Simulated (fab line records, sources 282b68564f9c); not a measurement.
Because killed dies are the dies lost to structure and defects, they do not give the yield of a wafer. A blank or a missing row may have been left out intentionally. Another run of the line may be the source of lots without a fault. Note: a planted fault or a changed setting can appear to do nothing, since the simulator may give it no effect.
fab line records	flow ritCmos
[record] lots = 5	wafers = 15	lastDay = 7
route steps=202 shown CONTACT@171 M1@184
lots with no fault: from the same line, run without faults
startH: start of the lot's first displayed wafer, in hours after the record's first day	waitH: hours elapsed since this lot's preceding step	" as in the row above	L1.1+2: a row that stands for several wafers	- no value, or no start was given	* or withheld: withheld	< > ~ a bound
route shown NAME@n: NAME is a module with steps in the file, n the number in the route of the first one	usual: mean/standard deviation taken from wafers without a fault	same: alike in all rows	chamber/n: place in a boat	sites: each site's reading	_std_site: standard deviation of those values	_edge_site: the outer-site mean with the inner-site mean subtracted	radiusMm: how far each site lies from the wafer's centre	mask NAME#n: copy n	behind: the most recent tool/chamber to have shaped the wafer	hold: the reason the lot was held/the length of the hold in hours/how it ended	device: the n, p or np transistor that did not switch	end of line: the same wafers' tests at the end of the route	a step with no rows: only its recipe	killed: not the wafer's yield, but the dies lost to structure and defects at the first sort	map: a wafer's dies, marking killed ones x, the rest . and places with no die _
set.NAME: the setting as run; set.NAME@STEP: as run at that earlier step	model.NAME: the simulator's own value behind a step, which no gauge read
a table for each step, a row for each wafer; lots at some steps of the route
services: a tool's chamber out of use, with start hour (startH, from the record's first day; less than 0 if before it), hours out, and reason
[[steps]]
[step RIT_CONTACT_COAT_03]
[recipe] resist = NOVOLAK	spinRpm = 3250	resistThkNm = 1000
lot.wafer	tool	chamber	startH	waitH
L083.3+4+5	lithoTrack-04	0	105.59	0.1
L088.3+4+6	lithoTrack-02	0	128.07	0.1
L091.3+5+6	lithoTrack-04	0	141.42	0.1
L092.1+2+5	lithoTrack-01	0	146.95	0.1
L096.3+4+6	lithoTrack-02	0	166.04	0.1
[step RIT_CONTACT_SOFTBAKE_04]
[recipe] resist = NOVOLAK	tempC = 90	timeS = 60
[usual] heaterPowerTotalW = 34.56/0.051
lot.wafer	tool	chamber	startH	waitH	heaterPowerTotalW
L083.3	lithoTrack-04	0	105.74	0.1	34.51
L083.4	"	0	"	"	34.64
L083.5	"	0	"	"	34.59
L088.3	lithoTrack-02	0	128.22	0.1	34.57
L088.4	"	0	"	"	34.61
L088.6	"	0	"	"	34.45
L091.3	lithoTrack-04	0	141.57	0.1	34.62
L091.5	"	0	"	"	34.54
L091.6	"	0	"	"	34.55
L092.1	lithoTrack-01	0	147.10	0.1	34.46
L092.2	"	0	"	"	34.53
L092.5	"	0	"	"	34.57
L096.3	lithoTrack-02	0	166.19	0.1	34.53
L096.4	"	0	"	"	34.50
L096.6	"	0	"	"	34.59
[step RIT_CONTACT_EXPOSE_05]
[recipe] maskId = M11	na = 0.6	sourceShape = conventional	sigmaOuter = 0.5	targetCdNm = 1000	doseMj = 250
[same] sigmaOuter = 0.5
lot.wafer	tool	chamber	startH	waitH	mask
L083.3+4+5	ilineStepper-02	0	105.88	0.1	M11#0
L088.3+4+6	ilineStepper-02	0	128.49	0.2	M11#0
L091.3+5+6	ilineStepper-02	0	141.83	0.2	M11#0
L092.1+2+5	ilineStepper-01	0	147.38	0.2	M11#0
L096.3+4+6	ilineStepper-01	0	166.45	0.2	M11#0
[step RIT_CONTACT_PEB_06]
[recipe] resist = NOVOLAK	tempC = withheld	timeS = withheld
lot.wafer	tool	chamber	startH	waitH
L083.3+4+5	lithoTrack-01	0	106.04	0.1
L088.3+4+6	lithoTrack-01	0	128.62	0.1
L091.3+5+6	lithoTrack-02	0	141.96	0.1
L092.1+2+5	lithoTrack-01	0	147.49	0.1
L096.3+4+6	lithoTrack-01	0	166.58	0.1
[step RIT_CONTACT_DEVELOP_07]
[recipe] resist = NOVOLAK	developTimeS = 120	devTempC = 23
lot.wafer	tool	chamber	startH	waitH
L083.3+4+5	lithoTrack-01	0	-	-
L088.3+4+6	lithoTrack-01	0	-	-
L091.3+5+6	lithoTrack-02	0	-	-
L092.1+2+5	lithoTrack-01	0	-	-
L096.3+4+6	lithoTrack-01	0	-	-
[step RIT_CONTACT_CD_MEAS_08]
[recipe] targetCdNm = 1000
[usual] cdNm = 1000.9/2.2
lot.wafer	tool	chamber	startH	waitH	cdNm
L083.3	cdSem-02	-	106.43	-	1005.0
L083.4	"	-	"	"	1004.9
L083.5	"	-	"	"	1002.9
L088.3	cdSem-01	-	129.01	-	999.7
L088.4	"	-	"	"	999.1
L088.6	"	-	"	"	1001.3
L091.3	cdSem-02	-	142.35	-	995.5
L091.5	"	-	"	"	999.4
L091.6	"	-	"	"	997.9
L092.1	cdSem-01	-	147.89	-	997.1
L092.2	"	-	"	"	998.5
L092.5	"	-	"	"	996.3
L096.3	cdSem-01	-	166.97	-	998.8
L096.4	"	-	"	"	999.6
L096.6	"	-	"	"	1000.7
[step RIT_CONTACT_OVL_MEAS_09]
[usual] CONTACT_OVL = 0.8/1.1
lot.wafer	tool	chamber	startH	waitH	CONTACT_OVL[nm]
L083.3	overlay-02	-	106.52	0.1	1.2
L083.4	"	-	"	"	1.4
L083.5	"	-	"	"	-0.1
L088.3	overlay-02	-	129.10	0.1	0.5
L088.4	"	-	"	"	0.5
L088.6	"	-	"	"	1.3
L091.3	overlay-02	-	142.44	0.1	0.3
L091.5	"	-	"	"	1.0
L091.6	"	-	"	"	2.3
L092.1	overlay-02	-	148.01	0.1	1.0
L092.2	"	-	"	"	1.5
L092.5	"	-	"	"	1.6
L096.3	overlay-02	-	167.06	0.1	0.7
L096.4	"	-	"	"	0.9
L096.6	"	-	"	"	1.8
[step RIT_CONTACT_HARDBAKE_10]
[recipe] resist = NOVOLAK	tempC = 140	timeS = 60
[usual] heaterPowerTotalW = 62.54/0.041
lot.wafer	tool	chamber	startH	waitH	heaterPowerTotalW
L083.3	lithoTrack-01	0	106.60	0.1	62.55
L083.4	"	0	"	"	62.56
L083.5	"	0	"	"	62.55
L088.3	lithoTrack-04	0	129.17	0.1	62.46
L088.4	"	0	"	"	62.55
L088.6	"	0	"	"	62.54
L091.3	lithoTrack-02	0	142.52	0.1	62.56
L091.5	"	0	"	"	62.56
L091.6	"	0	"	"	62.55
L092.1	lithoTrack-02	0	148.05	0.0	62.56
L092.2	"	0	"	"	62.54
L092.5	"	0	"	"	62.61
L096.3	lithoTrack-04	0	167.14	0.1	62.59
L096.4	"	0	"	"	62.54
L096.6	"	0	"	"	62.61
[step RIT_CONTACT_ETCH_11]
[recipe] targetDepthA = 4800	overEtchFrac = 0.2	stopOn = TiSi2	chemistry = CHF3/CF4/Ar	target = SiO2	CHF3_flow_sccm = 50	cf4FlowSccm = 10	Ar_flow_sccm = 100	O2_flow_sccm = 5	pressureMtorr = 100	rfW = 200	timeS = 320
[usual] drypumpMotorCurrentA = 5.5/0.31	oesProductAu = 0.992/0.021	throttleValvePct = 8.89/0.095
[same] overEtchFrac = 0.2
lot.wafer	tool	chamber	startH	waitH	drypumpMotorCurrentA	oesProductAu	rfHoursCounterH	throttleValvePct
L083.3	rieDiel-04	0	106.70	0.1	5.2	1.019	7	8.80
L083.4	"	1	"	"	5.9	0.975	-	8.95
L083.5	"	2	"	"	5.4	0.973	-	8.94
L088.3	rieDiel-01	3	129.27	0.1	5.4	1.006	7	9.05
L088.4	"	0	"	"	5.2	1.002	0	8.85
L088.6	"	0	"	"	5.2	1.008	-	8.86
L091.3	rieDiel-01	0	142.62	0.1	5.1	1.006	1	8.84
L091.5	"	3	"	"	5.4	1.009	-	9.05
L091.6	"	0	"	"	5.2	1.011	-	8.84
L092.1	rieDiel-04	1	148.20	0.1	5.9	0.971	2	8.97
L092.2	"	2	"	"	5.4	0.970	20	8.94
L092.5	"	0	"	"	5.2	1.021	-	8.80
L096.3	rieDiel-04	0	167.24	0.1	5.2	1.018	9	8.80
L096.4	"	1	"	"	5.9	0.967	3	8.95
L096.6	"	2	"	"	5.4	0.972	-	8.93
[step RIT_CONTACT_STRIP_12]
[recipe] chemistry = O2	timeS = 180	resist = NOVOLAK	platenTempC = withheld	powerW = 500	pressureMtorr = 4000	o2FlowSccm = 4000
[usual] drypumpMotorCurrentA = 5.9/0.42	rfReflPowerW = 5.6/1.4
lot.wafer	tool	chamber	startH	waitH	drypumpMotorCurrentA	rfHoursCounterH	rfReflPowerW
L083.3	plasmaAsher-01	0	106.95	0.2	6.2	-	4.9
L083.4	"	1	"	"	5.2	-	4.7
L083.5	"	1	"	"	5.1	-	4.8
L088.3	plasmaAsher-01	0	129.53	0.2	6.2	-	4.9
L088.4	"	1	"	"	5.2	-	4.6
L088.6	"	0	"	"	6.2	-	4.7
L091.3	plasmaAsher-03	0	142.87	0.2	6.0	-	5.2
L091.5	"	0	"	"	6.1	-	5.3
L091.6	"	1	"	"	6.3	-	5.7
L092.1	plasmaAsher-03	0	148.40	0.1	6.1	53	5.0
L092.2	"	1	"	"	6.3	53	5.4
L092.5	"	0	"	"	6.1	-	4.9
L096.3	plasmaAsher-04	1	167.49	0.2	5.6	-	9.4
L096.4	"	0	"	"	5.9	-	5.4
L096.6	"	1	"	"	5.6	-	9.2
[step RIT_CONTACT_CD_MEAS_90]
[recipe] targetCdNm = 1000
[usual] cdNm = 1001.0/2.3
lot.wafer	tool	chamber	startH	waitH	cdNm
L083.3	cdSem-01	-	107.11	0.1	1004.7
L083.4	"	-	"	"	1004.8
L083.5	"	-	"	"	1002.4
L088.3	cdSem-01	-	129.68	0.1	999.8
L088.4	"	-	"	"	998.7
L088.6	"	-	"	"	999.9
L091.3	cdSem-01	-	143.02	0.1	995.3
L091.5	"	-	"	"	999.7
L091.6	"	-	"	"	997.5
L092.1	cdSem-02	-	148.57	0.1	997.2
L092.2	"	-	"	"	997.5
L092.5	"	-	"	"	995.7
L096.3	cdSem-01	-	167.65	0.1	997.9
L096.4	"	-	"	"	999.5
L096.6	"	-	"	"	999.8
[step RIT_CONTACT_CLEAN_13]
[recipe] chemistry = SC1	mix = 3:3:50	timeS = 600	tempC = 74.5
lot.wafer	tool	chamber	startH	waitH
L083.3+4+5	wetBench-02	0	107.19	0.1
L088.3+4+6	wetBench-01	1	129.76	0.1
L091.3+5+6	wetBench-02	1	143.10	0.1
L092.1+2+5	wetBench-01	2	148.69	0.1
L096.3+4+6	wetBench-01	0	167.73	0.1
[step RIT_CONTACT_CLEAN_14]
[recipe] chemistry = SC2	mix = 3:3:50	timeS = 600	tempC = 75	dry = n2Spin
lot.wafer	tool	chamber	startH	waitH
L083.3+4+5	wetBench-03	0	107.38	0.0
L088.3+4+6	wetBench-03	2	129.99	0.0
L091.3+5+6	wetBench-01	1	143.28	0.0
L092.1+2+5	wetBench-02	0	148.90	0.0
L096.3+4+6	wetBench-03	0	167.92	0.0
[step RIT_M1_SPUTTER_00]
[recipe] material = Al	targetThkNm = 400	powerW = 2000	chamberPressurePa = 0.4	gas = Ar	timeS = 500	substrateTempC = 25
[usual] throttleValvePct = 30.1/1.2
lot.wafer	tool	chamber	startH	waitH	throttleValvePct
L083.3	pvdSputter-04	-	107.55	0.0	30.4
L083.4	"	-	"	"	31.4
L083.5	"	-	"	"	30.4
L088.3	pvdSputter-01	-	130.16	0.0	30.6
L088.4	"	-	"	"	30.1
L088.6	"	-	"	"	30.5
L091.3	pvdSputter-04	-	143.49	0.0	30.3
L091.5	"	-	"	"	30.6
L091.6	"	-	"	"	30.2
L092.1	pvdSputter-01	-	149.07	0.0	30.7
L092.2	"	-	"	"	29.5
L092.5	"	-	"	"	30.4
L096.3	pvdSputter-01	-	168.09	0.0	30.0
L096.4	"	-	"	"	30.6
L096.6	"	-	"	"	29.2
[step RIT_M1_RS_MEAS_01]
[recipe] thkMeasGauge = four-point-probe	reads = Al_of_M1_SPUTTER_00
[usual] M1_AL_RS = 0.0740/0.00078
lot.wafer	tool	chamber	startH	waitH	M1_AL_RS[ohm/sq]
L083.3	filmMetro-04	-	107.89	0.2	0.0746
L083.4	"	-	"	"	0.0733
L083.5	"	-	"	"	0.0748
L088.3	filmMetro-02	-	130.50	0.2	0.0734
L088.4	"	-	"	"	0.0733
L088.6	"	-	"	"	0.0735
L091.3	filmMetro-04	-	143.82	0.2	0.0750
L091.5	"	-	"	"	0.0742
L091.6	"	-	"	"	0.0741
L092.1	filmMetro-03	-	149.37	0.1	0.0737
L092.2	"	-	"	"	0.0729
L092.5	"	-	"	"	0.0731
L096.3	filmMetro-02	-	168.43	0.2	0.0722
L096.4	"	-	"	"	0.0737
L096.6	"	-	"	"	0.0727
[step RIT_M1_THK_MEAS_02]
[recipe] thkMeasGauge = xrf	reads = Al_of_M1_SPUTTER_00
[usual] M1_AL_THK = 398/4.3
lot.wafer	tool	chamber	startH	waitH	M1_AL_THK[nm]
L083.3	filmMetro-04	-	107.99	0.1	394
L083.4	"	-	"	"	404
L083.5	"	-	"	"	395
L088.3	filmMetro-02	-	130.60	0.1	399
L088.4	"	-	"	"	403
L088.6	"	-	"	"	401
L091.3	filmMetro-04	-	143.92	0.1	393
L091.5	"	-	"	"	396
L091.6	"	-	"	"	398
L092.1	filmMetro-03	-	149.49	0.1	402
L092.2	"	-	"	"	405
L092.5	"	-	"	"	403
L096.3	filmMetro-02	-	168.53	0.1	403
L096.4	"	-	"	"	396
L096.6	"	-	"	"	404
[step RIT_M1_HMDS_03]
[recipe] primeTimeS = 60	primeTempC = 140
lot.wafer	tool	chamber	startH	waitH
L083.3+4+5	lithoTrack-01	0	108.08	0.1
L088.3+4+6	lithoTrack-03	0	130.69	0.1
L091.3+5+6	lithoTrack-01	0	144.01	0.1
L092.1+2+5	lithoTrack-01	0	149.55	0.1
L096.3+4+6	lithoTrack-03	0	168.62	0.1
[step RIT_M1_COAT_04]
[recipe] resist = NOVOLAK	spinRpm = 2000	resistThkNm = 1300
lot.wafer	tool	chamber	startH	waitH
L083.3+4+5	lithoTrack-01	0	108.23	0.1
L088.3+4+6	lithoTrack-03	0	130.84	0.1
L091.3+5+6	lithoTrack-01	0	144.16	0.1
L092.1+2+5	lithoTrack-01	0	149.70	0.1
L096.3+4+6	lithoTrack-03	0	168.77	0.1
[step RIT_M1_SOFTBAKE_05]
[recipe] resist = NOVOLAK	tempC = 90	timeS = 60
[usual] heaterPowerTotalW = 34.57/0.044
lot.wafer	tool	chamber	startH	waitH	heaterPowerTotalW
L083.3	lithoTrack-01	0	108.38	0.1	34.62
L083.4	"	0	"	"	34.63
L083.5	"	0	"	"	34.59
L088.3	lithoTrack-03	0	130.99	0.1	34.46
L088.4	"	0	"	"	34.58
L088.6	"	0	"	"	34.54
L091.3	lithoTrack-01	0	144.31	0.1	34.55
L091.5	"	0	"	"	34.52
L091.6	"	0	"	"	34.57
L092.1	lithoTrack-01	0	149.85	0.1	34.58
L092.2	"	0	"	"	34.56
L092.5	"	0	"	"	34.58
L096.3	lithoTrack-03	0	168.92	0.1	34.58
L096.4	"	0	"	"	34.59
L096.6	"	0	"	"	34.54
[step RIT_M1_EXPOSE_06]
[recipe] maskId = M12	na = 0.6	sourceShape = conventional	sigmaOuter = 0.5	targetCdNm = 2600	doseMj = 250
[same] sigmaOuter = 0.5
lot.wafer	tool	chamber	startH	waitH	mask
L083.3+4+5	ilineStepper-02	0	108.69	0.3	M12#0
L088.3+4+6	ilineStepper-02	0	131.13	0.1	M12#0
L091.3+5+6	ilineStepper-01	0	144.45	0.1	M12#0
L092.1+2+5	ilineStepper-01	0	150.00	0.1	M12#0
L096.3+4+6	ilineStepper-01	0	169.18	0.2	M12#0
[step RIT_M1_PEB_07]
[recipe] resist = NOVOLAK	tempC = withheld	timeS = withheld
lot.wafer	tool	chamber	startH	waitH
L083.3+4+5	lithoTrack-04	0	108.82	0.1
L088.3+4+6	lithoTrack-03	0	131.26	0.1
L091.3+5+6	lithoTrack-04	0	144.58	0.1
L092.1+2+5	lithoTrack-01	0	150.11	0.1
L096.3+4+6	lithoTrack-01	0	169.31	0.1
[step RIT_M1_DEVELOP_08]
[recipe] resist = NOVOLAK	developTimeS = 68	devTempC = 23
lot.wafer	tool	chamber	startH	waitH
L083.3+4+5	lithoTrack-04	0	-	-
L088.3+4+6	lithoTrack-03	0	-	-
L091.3+5+6	lithoTrack-04	0	-	-
L092.1+2+5	lithoTrack-01	0	-	-
L096.3+4+6	lithoTrack-01	0	-	-
[step RIT_M1_CD_MEAS_09]
[recipe] targetCdNm = 2600
[usual] cdNm = 2600.3/2.9
lot.wafer	tool	chamber	startH	waitH	cdNm
L083.3	cdSem-02	-	109.12	-	2603.3
L083.4	"	-	"	"	2603.2
L083.5	"	-	"	"	2603.8
L088.3	cdSem-01	-	131.56	-	2602.5
L088.4	"	-	"	"	2601.4
L088.6	"	-	"	"	2603.3
L091.3	cdSem-01	-	144.88	-	2604.6
L091.5	"	-	"	"	2604.1
L091.6	"	-	"	"	2606.2
L092.1	cdSem-01	-	150.43	-	2598.2
L092.2	"	-	"	"	2598.0
L092.5	"	-	"	"	2597.6
L096.3	cdSem-01	-	169.61	-	2600.4
L096.4	"	-	"	"	2599.8
L096.6	"	-	"	"	2600.2
[step RIT_M1_OVL_MEAS_10]
[usual] M1_OVL = 0.5/1.7
lot.wafer	tool	chamber	startH	waitH	M1_OVL[nm]
L083.3	overlay-02	-	109.21	0.1	1.4
L083.4	"	-	"	"	1.2
L083.5	"	-	"	"	0.2
L088.3	overlay-01	-	131.65	0.1	-1.2
L088.4	"	-	"	"	-1.8
L088.6	"	-	"	"	-1.5
L091.3	overlay-01	-	144.97	0.1	0.3
L091.5	"	-	"	"	1.6
L091.6	"	-	"	"	1.2
L092.1	overlay-02	-	150.55	0.1	0.2
L092.2	"	-	"	"	-0.3
L092.5	"	-	"	"	0.7
L096.3	overlay-02	-	169.71	0.1	0.7
L096.4	"	-	"	"	-0.4
L096.6	"	-	"	"	-0.5
[step RIT_M1_HARDBAKE_11]
[recipe] resist = NOVOLAK	tempC = 140	timeS = 120
[usual] heaterPowerTotalW = 52.02/0.061
lot.wafer	tool	chamber	startH	waitH	heaterPowerTotalW
L083.3	lithoTrack-03	0	109.32	0.1	52.06
L083.4	"	0	"	"	51.95
L083.5	"	0	"	"	51.98
L088.3	lithoTrack-04	0	131.76	0.1	52.05
L088.4	"	0	"	"	52.06
L088.6	"	0	"	"	52.06
L091.3	lithoTrack-03	0	145.08	0.1	51.98
L091.5	"	0	"	"	52.03
L091.6	"	0	"	"	52.00
L092.1	lithoTrack-01	0	150.58	0.0	52.00
L092.2	"	0	"	"	52.09
L092.5	"	0	"	"	52.03
L096.3	lithoTrack-01	0	169.81	0.1	51.96
L096.4	"	0	"	"	52.00
L096.6	"	0	"	"	52.00
[step RIT_M1_METAL_ETCH_12]
[recipe] stopOn = SiO2	chemistry = Cl2/BCl3	target = Al	timeS = 165	overEtchFrac = 0.5	pressureMtorr = 100	targetDepthA = 6000	rfW = 246	Cl2_flow_sccm = 60	bcl3FlowSccm = 50
[usual] drypumpMotorCurrentA = 5.8/0.48	oesProductAu = 0.784/0.014	throttleValvePct = 8.32/0.12
[same] overEtchFrac = 0.5
lot.wafer	tool	chamber	startH	waitH	drypumpMotorCurrentA	oesProductAu	rfHoursCounterH	throttleValvePct
L083.3	rieMetal-03	0	109.54	0.2	5.3	0.768	-	8.40
L083.4	"	1	"	"	6.4	0.798	-	8.52
L083.5	"	1	"	"	6.4	0.787	-	8.52
L088.3	rieMetal-01	0	131.98	0.2	5.6	0.777	-	8.19
L088.4	"	1	"	"	6.2	0.809	-	8.31
L088.6	"	0	"	"	5.6	0.771	-	8.19
L091.3	rieMetal-04	0	145.30	0.2	6.2	0.774	-	8.37
L091.5	"	0	"	"	6.1	0.766	-	8.38
L091.6	"	1	"	"	5.1	0.788	-	8.15
L092.1	rieMetal-01	1	150.83	0.2	6.3	0.804	6	8.31
L092.2	"	0	"	"	5.7	0.771	5	8.20
L092.5	"	1	"	"	6.3	0.802	-	8.31
L096.3	rieMetal-04	0	170.03	0.2	6.2	0.796	-	8.38
L096.4	"	1	"	"	5.2	0.790	-	8.15
L096.6	"	0	"	"	6.2	0.787	-	8.37
[step RIT_M1_STRIP_13]
[recipe] chemistry = nmp	resist = NOVOLAK	tempC = 80	timeS = 600	dry = n2Spin
lot.wafer	tool	chamber	startH	waitH
L083.3+4+5	wetBench-03	2	109.65	0.1
L088.3+4+6	wetBench-02	2	132.09	0.1
L091.3+5+6	wetBench-03	2	145.41	0.1
L092.1+2+5	wetBench-03	0	151.00	0.1
L096.3+4+6	wetBench-03	3	170.14	0.1
[step RIT_M1_STRIP_14]
[recipe] chemistry = O2	timeS = 180	platenTempC = withheld	powerW = 500	pressureMtorr = 4000	o2FlowSccm = 4000
[usual] drypumpMotorCurrentA = 6.1/0.34	rfReflPowerW = 6.4/1.7
lot.wafer	tool	chamber	startH	waitH	drypumpMotorCurrentA	rfHoursCounterH	rfReflPowerW
L083.3	plasmaAsher-04	0	109.88	0.1	5.9	-	5.3
L083.4	"	1	"	"	5.6	-	9.2
L083.5	"	0	"	"	5.8	-	5.7
L088.3	plasmaAsher-04	1	132.35	0.1	5.6	-	9.2
L088.4	"	0	"	"	5.9	-	5.5
L088.6	"	1	"	"	5.5	-	9.2
L091.3	plasmaAsher-04	1	145.64	0.1	5.6	-	9.4
L091.5	"	1	"	"	5.6	-	9.3
L091.6	"	0	"	"	5.9	-	5.4
L092.1	plasmaAsher-03	1	151.17	0.0	6.3	53	5.8
L092.2	"	0	"	"	6.0	53	4.9
L092.5	"	1	"	"	6.3	-	5.5
L096.3	plasmaAsher-04	0	170.38	0.1	5.8	-	5.3
L096.4	"	1	"	"	5.6	-	9.4
L096.6	"	0	"	"	5.9	-	5.2
[step RIT_M1_CD_MEAS_90]
[recipe] targetCdNm = 2600
[usual] cdNm = 2602/3.7
lot.wafer	tool	chamber	startH	waitH	cdNm
L083.3	cdSem-01	-	110.04	0.1	2603
L083.4	"	-	"	"	2600
L083.5	"	-	"	"	2601
L088.3	cdSem-02	-	132.51	0.1	2602
L088.4	"	-	"	"	2603
L088.6	"	-	"	"	2603
L091.3	cdSem-01	-	145.80	0.1	2609
L091.5	"	-	"	"	2609
L091.6	"	-	"	"	2610
L092.1	cdSem-02	-	151.35	0.1	2599
L092.2	"	-	"	"	2598
L092.5	"	-	"	"	2596
L096.3	cdSem-01	-	170.53	0.1	2605
L096.4	"	-	"	"	2603
L096.6	"	-	"	"	2604
[step RIT_M1_ANNEAL_15]
[recipe] tempC = 450	timeS = 1800	ambient = forming_gas_H2N2
[usual] zonePowerSourcePct = 6.63/0.059
lot.wafer	tool	chamber	startH	waitH	zonePowerSourcePct
L083.3	furnace-02	0	110.12	0.1	6.56
L083.4	"	0	"	"	6.69
L083.5	"	0	"	"	6.61
L088.3	furnace-02	0	132.59	0.1	6.63
L088.4	"	0	"	"	6.57
L088.6	"	0	"	"	6.58
L091.3	furnace-02	0	145.88	0.1	6.62
L091.5	"	0	"	"	6.70
L091.6	"	0	"	"	6.52
L092.1	furnace-02	0	151.47	0.1	6.70
L092.2	"	0	"	"	6.64
L092.5	"	0	"	"	6.71
L096.3	furnace-02	0	170.61	0.1	6.65
L096.4	"	0	"	"	6.64
L096.6	"	0	"	"	6.52
[step RIT_M1_BOW_MEAS_16]
[recipe] mode = bow
[usual] M1_BOW = 16/5.8
lot.wafer	tool	chamber	startH	waitH	M1_BOW[um]
L083.3	filmMetro-02	-	111.66	0.0	20
L083.4	"	-	"	"	9
L083.5	"	-	"	"	18
L088.3	filmMetro-04	-	134.13	0.0	10
L088.4	"	-	"	"	18
L088.6	"	-	"	"	-4
L091.3	filmMetro-04	-	147.42	0.0	25
L091.5	"	-	"	"	13
L091.6	"	-	"	"	23
L092.1	filmMetro-02	-	152.97	0.0	16
L092.2	"	-	"	"	20
L092.5	"	-	"	"	20
L096.3	filmMetro-03	-	172.15	0.0	12
L096.4	"	-	"	"	9
L096.6	"	-	"	"	14
[step RIT_M1_PROBE_99]
[usual] defectLimitedYield = 97.4/1.2	killed_at_M0_to_M3 = 0.0/0.16	killedAtContacts = 0.1/0.24	killedAtFrontEnd = 7/3.2	killedDies = 7/3.2	killedOpen = 3.4/2	killedShort = 3.5/2.2	sort_bin_3_pad_short = 0.1/0.21	sort_bin_5_function = 1.6/0.79	sort_bin_6_memory = 0.9/0.72	sortNPass = 257/3.2	sortYieldPct = 97.4/1.2
[same] grossDies = 264	killed_at_M4_up = 0	killedAtBackSide = 0	killedAtOther = 0
lot.wafer	tool	chamber	startH	waitH	defectLimitedYield[%]	killed_at_M0_to_M3	killedAtContacts	killedAtFrontEnd	killedDies	killedOpen	killedShort	sort_bin_3_pad_short[%]	sort_bin_5_function[%]	sort_bin_6_memory[%]	sortNPass	sortYieldPct[%]
L083.3	prober-01	-	111.84	0.2	96.6	0	0	9	9	3	6	0.4	1.5	1.5	255	96.6
L083.4	prober-01	-	111.89	0.2	95.8	0	0	11	11	3	8	0.4	1.9	1.9	253	95.8
L083.5	prober-01	-	111.94	0.2	97.3	0	0	7	7	2	5	0.4	1.5	0.8	257	97.3
L088.3	prober-02	-	134.31	0.2	98.5	0	0	4	4	1	3	0	1.1	0.4	260	98.5
L088.4	prober-02	-	134.36	0.2	98.1	0	1	4	5	2	3	0	1.1	0.8	259	98.1
L088.6	prober-02	-	134.46	0.2	96.6	0	0	9	9	5	4	0.4	1.9	1.1	255	96.6
L091.3	prober-01	-	147.60	0.2	95.5	0	0	12	12	4	8	0.4	1.1	3.0	252	95.5
L091.5	prober-01	-	147.70	0.2	95.1	0	0	13	13	9	4	0	1.9	3.0	251	95.1
L091.6	prober-01	-	147.75	0.2	95.1	0	0	13	13	10	3	0.4	1.9	2.7	251	95.1
L092.1	prober-02	-	153.09	0.1	98.5	0	0	4	4	2	2	0	1.1	0.4	260	98.5
L092.2	prober-02	-	153.14	0.1	99.6	0	0	1	1	0	1	0	0.4	0	263	99.6
L092.5	prober-02	-	153.29	0.2	97.7	0	0	6	6	1	5	0	0.8	1.5	258	97.7
L096.3	prober-02	-	172.33	0.2	96.6	0	0	9	9	5	4	0	2.3	1.1	255	96.6
L096.4	prober-02	-	172.38	0.2	98.5	0	0	4	4	2	2	0	1.1	0.4	260	98.5
L096.6	prober-02	-	172.48	0.2	98.1	1	0	4	5	2	3	0	1.9	0	259	98.1
// killed by level:class
L083.3 GATE:geometricParticle:short=4 GATE:geometricParticle:open=2 FOX1:geometricParticle:short=1 REOX:geometricParticle:short=1 REOX:geometricParticle:open=1
L083.4 GATE:geometricParticle:short=6 GATE:geometricParticle:open=2 ACTIVE:geometricParticle:open=1 FOX1:geometricParticle:short=1 SILICIDE:geometricParticle:short=1
L083.5 GATE:geometricParticle:short=2 GATE:geometricParticle:open=2 SILICIDE:geometricParticle:short=2 REOX:geometricParticle:short=1
L088.3 SILICIDE:geometricParticle:short=2 FOX2:geometricParticle:open=1 GATE:geometricParticle:short=1
L088.4 FOX2:geometricParticle:short=1 GATE:geometricParticle:short=1 SPACER:geometricParticle:short=1 SILICIDE:geometricParticle:open=1 CONTACT:geometricParticle:open=1
L088.6 FOX2:geometricParticle:open=2 GATE:geometricParticle:short=2 FOX1:geometricParticle:short=1 FOX1:geometricParticle:open=1 SPACER:geometricParticle:open=1 SPACER:geometricParticle:short=1 SILICIDE:geometricParticle:open=1
L091.3 GATE:geometricParticle:short=3 FOX1:geometricParticle:short=2 GATE:geometricParticle:open=2 FOX2:geometricParticle:short=1 FOX2:geometricParticle:open=1 REOX:geometricParticle:short=1 SPACER:geometricParticle:open=1 SILICIDE:geometricParticle:short=1
L091.5 FOX2:geometricParticle:open=3 SILICIDE:geometricParticle:open=3 SILICIDE:geometricParticle:short=2 FOX1:geometricParticle:open=1 FOX2:geometricParticle:short=1 GATE:geometricParticle:short=1 GATE:geometricParticle:open=1 REOX:geometricParticle:open=1
L091.6 SILICIDE:geometricParticle:open=4 FOX1:geometricParticle:open=2 GATE:geometricParticle:open=2 REOX:geometricParticle:short=2 GATE:geometricParticle:short=1 REOX:geometricParticle:open=1 SPACER:geometricParticle:open=1
L092.1 FOX1:geometricParticle:open=1 GATE:geometricParticle:open=1 GATE:geometricParticle:short=1 REOX:geometricParticle:short=1
L092.2 SPACER:geometricParticle:short=1
L092.5 GATE:geometricParticle:short=3 FOX2:geometricParticle:short=1 GATE:geometricParticle:open=1 REOX:geometricParticle:short=1
L096.3 GATE:geometricParticle:open=3 GATE:geometricParticle:short=3 FOX1:geometricParticle:short=1 FOX1:geometricParticle:open=1 SPACER:geometricParticle:open=1
L096.4 FOX1:geometricParticle:short=1 FOX1:geometricParticle:open=1 GATE:geometricParticle:short=1 GATE:geometricParticle:open=1
L096.6 FOX2:geometricParticle:short=1 GATE:geometricParticle:open=1 GATE:geometricParticle:short=1 REOX:geometricParticle:open=1 M1:geometricParticle:short=1
[[services]]
tool	chamber	startH	hours	kind
plasmaAsher-04	-	86.48	2.8	pm
rieDiel-04	3	91.80	-	clean
rieDiel-04	3	91.80	19.7	scheduledDown
rieDiel-04	3	91.80	19.7	ventCycle
rieDiel-01	0	93.09	1.9	repair
rieDiel-01	0	94.99	-	clean
rieDiel-01	0	94.99	19.9	scheduledDown
rieDiel-01	0	94.99	19.9	ventCycle
ilineStepper-01	-	105.38	7.3	repair
rieDiel-01	-	110.66	0.4	repair
wetBench-01	-	111.15	4.4	pm
plasmaAsher-01	-	114.96	0.6	repair
ilineStepper-02	-	116.02	1.0	repair
wetBench-03	-	117.86	1.9	pm
plasmaAsher-03	-	121.60	2.2	repair
rieMetal-03	-	136.12	20.0	pm
rieMetal-03	0	136.12	20.0	ventCycle
rieMetal-03	1	136.12	20.0	ventCycle
rieDiel-01	1	137.16	9.8	repair
rieDiel-01	0	144.17	3.2	repair
rieMetal-03	0	156.12	-	clean
rieMetal-03	1	156.12	-	clean
rieDiel-04	2	170.45	2.5	repair
[[key]]
fault none
